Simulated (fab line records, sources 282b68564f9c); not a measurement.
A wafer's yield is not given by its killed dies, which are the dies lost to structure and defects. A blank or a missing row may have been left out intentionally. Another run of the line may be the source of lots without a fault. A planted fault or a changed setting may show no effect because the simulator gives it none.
fab line records -- flow rit-cmos -- part 2 of 2: steps 29 to 39 of 39
[record] lots = 5, wafers = 15, last-day = 5
route steps=202 shown ACTIVE@2 FOX1@20 FOX2@23 NWELL@28 PWELL@39
lots untouched by any fault: they come from a run of this same line in which no faults occurred
start-h: hours from the record's first day to the start of the lot's first wafer shown -- wait-h: hours from the lot's prior step to this one -- " identical to the entry in the row above -- L1.1+2: several wafers, shown together as one row -- - no value, or no start given -- * or withheld: withheld -- < > ~ a bound
route shown NAME@n: names a module that has steps shown in the file, with the first one's number in the route -- usual: mean and standard deviation over wafers with no fault -- same: alike in all rows -- chamber/n: place in a boat -- sites: each site's reading -- _std_site: standard deviation across them -- _edge_site: inner sites' mean taken away from outer sites' mean -- radius-mm: for every site, how far away it sits from the centre of the wafer -- mask NAME#n: copy n -- behind: tool/chamber where the wafer was last shaped -- hold: why the lot was held/for how many hours/how that ended -- device: transistor that didn't switch, given as n, p or np -- end of line: tests of these same wafers at the route's end -- for a step that has no rows: nothing shown but its recipe -- killed: dies lost to structure and defects at the first sort, not the wafer's yield -- map: dies across one wafer; x = killed, . = not, _ = none there
set.NAME: the setting the step ran with; set.NAME@STEP: the setting that earlier step ran with -- model.NAME: the simulator's own value behind a step, which no gauge read
lots at selected steps of the route; one table per step, one row per wafer
services: the hour from which a tool's chamber was out of use, counted from the record's first day as start-h (under 0 if before that day), plus the number of hours and why
[[steps]]
[step RIT_NWELL_SOFTBAKE_02]
[recipe] resist = NOVOLAK, temp-c = 90, time-s = 60
[usual] chill-plate-temp-C = 23.01/0.11, plate-temp-C = 90.00/0.12
lot.wafer,tool,chamber,start-h,wait-h,chill-plate-temp-C,plate-temp-C
L075.1,litho-track-01,0,26.97,0.1,22.99,90.09
L075.2,litho-track-01,0,26.97,0.1,22.92,90.23
L075.5,litho-track-01,0,26.97,0.1,23.03,90.16
L077.1,litho-track-04,0,36.45,0.1,22.98,90.17
L077.3,litho-track-04,0,36.45,0.1,22.79,89.87
L077.5,litho-track-04,0,36.45,0.1,22.94,89.98
L083.2,litho-track-01,0,66.38,0.1,23.06,90.14
L083.4,litho-track-01,0,66.38,0.1,23.17,89.98
L083.5,litho-track-01,0,66.38,0.1,23.10,90.15
L084.1,litho-track-03,0,69.96,0.1,22.92,90.05
L084.2,litho-track-03,0,69.96,0.1,22.98,89.80
L084.5,litho-track-03,0,69.96,0.1,23.01,90.03
L086.4,litho-track-03,0,86.86,0.1,23.04,89.96
L086.5,litho-track-03,0,86.86,0.1,22.83,89.98
L086.6,litho-track-03,0,86.86,0.1,22.93,90.12
[step RIT_NWELL_EXPOSE_03]
[recipe] mask-id = M2, na = 0.57, target-cd-nm = 43900, dose-mj = 250
lot.wafer,tool,chamber,start-h,wait-h,mask
L075.1+2+5,iline-stepper-02,0,27.25,0.2,M2#0
L077.1+3+5,iline-stepper-02,0,36.60,0.1,M2#0
L083.2+4+5,iline-stepper-02,0,66.53,0.1,M2#0
L084.1+2+5,iline-stepper-02,0,70.11,0.1,M2#0
L086.4+5+6,iline-stepper-02,0,87.12,0.2,M2#0
[step RIT_NWELL_PEB_04]
[recipe] resist = NOVOLAK, temp-c = withheld, time-s = withheld
[usual] chill-plate-temp-C = *
lot.wafer,tool,chamber,start-h,wait-h,chill-plate-temp-C
L075.1,litho-track-04,0,27.36,0.1,*
L075.2,litho-track-04,0,27.36,0.1,*
L075.5,litho-track-04,0,27.36,0.1,*
L077.1,litho-track-01,0,36.72,0.1,*
L077.3,litho-track-01,0,36.72,0.1,*
L077.5,litho-track-01,0,36.72,0.1,*
L083.2,litho-track-04,0,66.83,0.3,*
L083.4,litho-track-04,0,66.83,0.3,*
L083.5,litho-track-04,0,66.83,0.3,*
L084.1,litho-track-04,0,70.22,0.1,*
L084.2,litho-track-04,0,70.22,0.1,*
L084.5,litho-track-04,0,70.22,0.1,*
L086.4,litho-track-01,0,87.25,0.1,*
L086.5,litho-track-01,0,87.25,0.1,*
L086.6,litho-track-01,0,87.25,0.1,*
[step RIT_NWELL_DEVELOP_05]
[recipe] resist = NOVOLAK, develop-time-s = 68, dev-temp-c = 23
[usual] chill-plate-temp-C = 22.98/0.11
lot.wafer,tool,chamber,start-h,wait-h,chill-plate-temp-C
L075.1,litho-track-04,0,-,-,22.87
L075.2,litho-track-04,0,-,-,22.86
L075.5,litho-track-04,0,-,-,22.95
L077.1,litho-track-01,0,-,-,22.86
L077.3,litho-track-01,0,-,-,22.72
L077.5,litho-track-01,0,-,-,22.86
L083.2,litho-track-04,0,-,-,23.11
L083.4,litho-track-04,0,-,-,23.03
L083.5,litho-track-04,0,-,-,23.05
L084.1,litho-track-04,0,-,-,22.78
L084.2,litho-track-04,0,-,-,22.88
L084.5,litho-track-04,0,-,-,22.80
L086.4,litho-track-01,0,-,-,22.98
L086.5,litho-track-01,0,-,-,23.18
L086.6,litho-track-01,0,-,-,23.00
[step RIT_NWELL_OVL_MEAS_06]
[usual] NWELL_OVL = 0.1/1.5
lot.wafer,tool,chamber,start-h,wait-h,NWELL_OVL[nm]
L075.1,overlay-01,-,27.68,-,-2.1
L075.2,overlay-01,-,27.68,-,0.6
L075.5,overlay-01,-,27.68,-,1.2
L077.1,overlay-01,-,37.03,-,0.1
L077.3,overlay-01,-,37.03,-,1.3
L077.5,overlay-01,-,37.03,-,-0.9
L083.2,overlay-02,-,67.12,-,-1.7
L083.4,overlay-02,-,67.12,-,0.9
L083.5,overlay-02,-,67.12,-,0.2
L084.1,overlay-01,-,70.54,-,-1.2
L084.2,overlay-01,-,70.54,-,-0.9
L084.5,overlay-01,-,70.54,-,-0.2
L086.4,overlay-02,-,87.51,-,-2.8
L086.5,overlay-02,-,87.51,-,-1.2
L086.6,overlay-02,-,87.51,-,-2.2
[step RIT_NWELL_HARDBAKE_07]
[recipe] resist = NOVOLAK, temp-c = 140, time-s = 120
[usual] chill-plate-temp-C = 23.02/0.11, plate-temp-C = 140.02/0.13
lot.wafer,tool,chamber,start-h,wait-h,chill-plate-temp-C,plate-temp-C
L075.1,litho-track-04,0,27.71,0.0,23.15,140.09
L075.2,litho-track-04,0,27.71,0.0,23.16,140.23
L075.5,litho-track-04,0,27.71,0.0,23.18,140.04
L077.1,litho-track-01,0,37.07,0.0,22.80,139.72
L077.3,litho-track-01,0,37.07,0.0,22.98,139.86
L077.5,litho-track-01,0,37.07,0.0,22.86,140.05
L083.2,litho-track-03,0,67.19,0.1,22.94,140.13
L083.4,litho-track-03,0,67.19,0.1,23.00,140.00
L083.5,litho-track-03,0,67.19,0.1,23.08,140.09
L084.1,litho-track-03,0,70.57,0.0,22.98,140.00
L084.2,litho-track-03,0,70.57,0.0,23.03,140.02
L084.5,litho-track-03,0,70.57,0.0,23.05,140.07
L086.4,litho-track-01,0,87.65,0.1,22.97,139.91
L086.5,litho-track-01,0,87.65,0.1,22.78,139.95
L086.6,litho-track-01,0,87.65,0.1,22.89,140.09
[step RIT_NWELL_IMPLANT_08]
[recipe] species = P, energy-kev = 170, dose-cm2 = 5e+13, tilt-deg = 7
[same] implant-ion-amu = 31
lot.wafer,tool,chamber,start-h,wait-h
L075.1+2+5,implanter-01,0,27.96,0.2
L077.1+3+5,implanter-02,0,37.32,0.2
L083.2+4+5,implanter-01,0,67.43,0.2
L084.1+2+5,implanter-02,0,70.82,0.2
L086.4+5+6,implanter-02,0,87.85,0.2
[step RIT_NWELL_STRIP_09]
[recipe] chemistry = O2, time-s = 180, resist = NOVOLAK, platen-temp-c = withheld, power-w = 500, pressure-mtorr = 4000, o2-flow-sccm = 4000
[usual] drypump-motor-current-A = 5.9/0.48
lot.wafer,tool,chamber,start-h,wait-h,drypump-motor-current-A,rf-hours-counter-h
L075.1,plasma-asher-04,1,28.11,0.1,5.4,39
L075.2,plasma-asher-04,0,28.11,0.1,5.8,39
L075.5,plasma-asher-04,1,28.11,0.1,5.4,-
L077.1,plasma-asher-01,0,37.47,0.1,5.5,23
L077.3,plasma-asher-01,1,37.47,0.1,5.8,-
L077.5,plasma-asher-01,1,37.47,0.1,5.8,-
L083.2,plasma-asher-04,1,67.55,0.1,5.4,43
L083.4,plasma-asher-04,1,67.55,0.1,5.4,-
L083.5,plasma-asher-04,0,67.55,0.1,5.8,-
L084.1,plasma-asher-01,1,70.97,0.1,5.8,26
L084.2,plasma-asher-01,0,70.97,0.1,5.4,26
L084.5,plasma-asher-01,0,70.97,0.1,5.4,-
L086.4,plasma-asher-03,0,87.99,0.1,6.0,-
L086.5,plasma-asher-03,1,87.99,0.1,6.8,-
L086.6,plasma-asher-03,0,87.99,0.1,6.0,-
[step RIT_NWELL_TW_MEAS_10]
[usual] NWELL_TW = 2150/30
lot.wafer,tool,chamber,start-h,wait-h,NWELL_TW
L075.1,film-metro-04,-,28.29,0.1,2117
L075.2,film-metro-04,-,28.29,0.1,2131
L075.5,film-metro-04,-,28.29,0.1,2119
L077.1,film-metro-04,-,37.65,0.1,2130
L077.3,film-metro-04,-,37.65,0.1,2140
L077.5,film-metro-04,-,37.65,0.1,2128
L083.2,film-metro-04,-,67.74,0.1,2118
L083.4,film-metro-04,-,67.74,0.1,2127
L083.5,film-metro-04,-,67.74,0.1,2122
L084.1,film-metro-03,-,71.15,0.1,2205
L084.2,film-metro-03,-,71.15,0.1,2205
L084.5,film-metro-03,-,71.15,0.1,2195
L086.4,film-metro-04,-,88.13,0.1,2140
L086.5,film-metro-04,-,88.13,0.1,2134
L086.6,film-metro-04,-,88.13,0.1,2135
[step RIT_PWELL_HMDS_00]
[recipe] prime-time-s = 60, prime-temp-c = 140
[usual] chill-plate-temp-C = 22.98/0.098
lot.wafer,tool,chamber,start-h,wait-h,chill-plate-temp-C
L075.1,litho-track-01,0,28.35,0.1,23.11
L075.2,litho-track-01,0,28.35,0.1,22.90
L075.5,litho-track-01,0,28.35,0.1,22.91
L077.1,litho-track-01,0,37.71,0.1,22.89
L077.3,litho-track-01,0,37.71,0.1,22.85
L077.5,litho-track-01,0,37.71,0.1,22.87
L083.2,litho-track-04,0,67.81,0.1,22.87
L083.4,litho-track-04,0,67.81,0.1,23.03
L083.5,litho-track-04,0,67.81,0.1,23.03
L084.1,litho-track-02,0,71.21,0.1,22.88
L084.2,litho-track-02,0,71.21,0.1,23.04
L084.5,litho-track-02,0,71.21,0.1,23.04
L086.4,litho-track-04,0,88.27,0.1,22.99
L086.5,litho-track-04,0,88.27,0.1,23.06
L086.6,litho-track-04,0,88.27,0.1,23.05
[step RIT_PWELL_COAT_01]
[recipe] resist = NOVOLAK, spin-rpm = 2000, resist-thk-nm = 1300
[usual] chill-plate-temp-C = 22.99/0.11
lot.wafer,tool,chamber,start-h,wait-h,chill-plate-temp-C
L075.1,litho-track-01,0,28.50,0.1,22.99
L075.2,litho-track-01,0,28.50,0.1,23.00
L075.5,litho-track-01,0,28.50,0.1,22.95
L077.1,litho-track-01,0,37.86,0.1,23.06
L077.3,litho-track-01,0,37.86,0.1,23.07
L077.5,litho-track-01,0,37.86,0.1,23.12
L083.2,litho-track-04,0,67.96,0.1,22.93
L083.4,litho-track-04,0,67.96,0.1,22.97
L083.5,litho-track-04,0,67.96,0.1,23.23
L084.1,litho-track-02,0,71.36,0.1,22.96
L084.2,litho-track-02,0,71.36,0.1,22.83
L084.5,litho-track-02,0,71.36,0.1,22.97
L086.4,litho-track-04,0,88.42,0.1,22.96
L086.5,litho-track-04,0,88.42,0.1,22.95
L086.6,litho-track-04,0,88.42,0.1,22.94
[[services]]
tool,chamber,start-h,hours,kind
implanter-01,-,-6.31,3.2,pm
implanter-02,-,7.75,1.9,repair
rie-diel-01,-,12.82,14.6,pm
implanter-02,-,12.99,5.9,repair
rie-diel-03,3,13.03,1.4,repair
furnace-03,-,40.09,4.5,pm
implanter-01,-,48.89,1.2,repair
iline-stepper-02,-,50.85,2.2,repair
iline-stepper-01,-,63.44,1.7,pm
implanter-02,-,66.75,1.5,repair
iline-stepper-02,-,71.24,4.4,pm
furnace-01,-,74.66,2.8,pm
wet-bench-03,-,74.90,1.9,pm
furnace-04,-,77.11,9.9,pm
